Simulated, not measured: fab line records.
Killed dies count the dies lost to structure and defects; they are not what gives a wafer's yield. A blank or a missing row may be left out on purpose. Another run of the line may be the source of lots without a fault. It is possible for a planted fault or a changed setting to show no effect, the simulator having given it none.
Matching of chambers || flow berkeley_cmos170 || UCB170_ZERO_ETCH_06 on rie_diel-01: 4 sister chambers
The step etches SiO2 in CHF3/CF4/Ar, time 12 s. 4 wafers are shown with their chamber, then 12 later ones without.

== WAFERS WITH THEIR CHAMBER ==
{"wafer": "L090.6", "chamber": 1, "throttle_valve_pct (%)": 9.00}
{"wafer": "L092.3", "chamber": 3, "throttle_valve_pct (%)": 9.46}
{"wafer": "L092.4", "chamber": 0, "throttle_valve_pct (%)": 9.48}
{"wafer": "L092.6", "chamber": 2, "throttle_valve_pct (%)": 9.17}

== WAFERS WITHOUT THEIR CHAMBER ==
{"wafer": "L093.2", "throttle_valve_pct (%)": 9.49}
{"wafer": "L093.4", "throttle_valve_pct (%)": 9.16}
{"wafer": "L093.6", "throttle_valve_pct (%)": 9.16}
{"wafer": "L094.1", "throttle_valve_pct (%)": 9.45}
{"wafer": "L094.2", "throttle_valve_pct (%)": 9.16}
{"wafer": "L094.5", "throttle_valve_pct (%)": 9.16}
{"wafer": "L096.2", "throttle_valve_pct (%)": 9.15}
{"wafer": "L096.3", "throttle_valve_pct (%)": 9.48}
{"wafer": "L096.5", "throttle_valve_pct (%)": 9.43}
{"wafer": "L097.1", "throttle_valve_pct (%)": 9.47}
{"wafer": "L097.2", "throttle_valve_pct (%)": 9.17}
{"wafer": "L097.6", "throttle_valve_pct (%)": 9.16}

== WHICH CHAMBER EACH WENT THROUGH ==
{"wafer": "L093.2", "from the rows above": "can't be placed: 0 or 3", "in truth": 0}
{"wafer": "L093.4", "from the rows above": 2, "in truth": 2}
{"wafer": "L093.6", "from the rows above": 2, "in truth": 2}
{"wafer": "L094.1", "from the rows above": "can't be placed: 3 or 0", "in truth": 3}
{"wafer": "L094.2", "from the rows above": 2, "in truth": 2}
{"wafer": "L094.5", "from the rows above": 2, "in truth": 2}
{"wafer": "L096.2", "from the rows above": 2, "in truth": 2}
{"wafer": "L096.3", "from the rows above": "can't be placed: 0 or 3", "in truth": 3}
{"wafer": "L096.5", "from the rows above": "can't be placed: 3 or 0", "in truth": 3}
{"wafer": "L097.1", "from the rows above": "can't be placed: 0 or 3", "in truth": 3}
{"wafer": "L097.2", "from the rows above": 2, "in truth": 2}
{"wafer": "L097.6", "from the rows above": 2, "in truth": 2}
Correct placement for 7 of the 12. These rows do not allow placing 5 (true chamber among the candidates in 5). Wrongly placed: 0.
How it was worked out, from the rows above alone: a wafer's distance from a chamber is the root of the sum, over the readings, of the square of ((its reading less the chamber's mean) divided by the reading's scatter). If the next closest chamber is less than 2 further off than the closest, the wafer can't be placed; otherwise it belongs to the closest. Each chamber's mean is taken over the wafers shown for it. The scatter: root of mean squared gap, hidden wafer to nearest shown wafer, with one shown wafer a chamber.
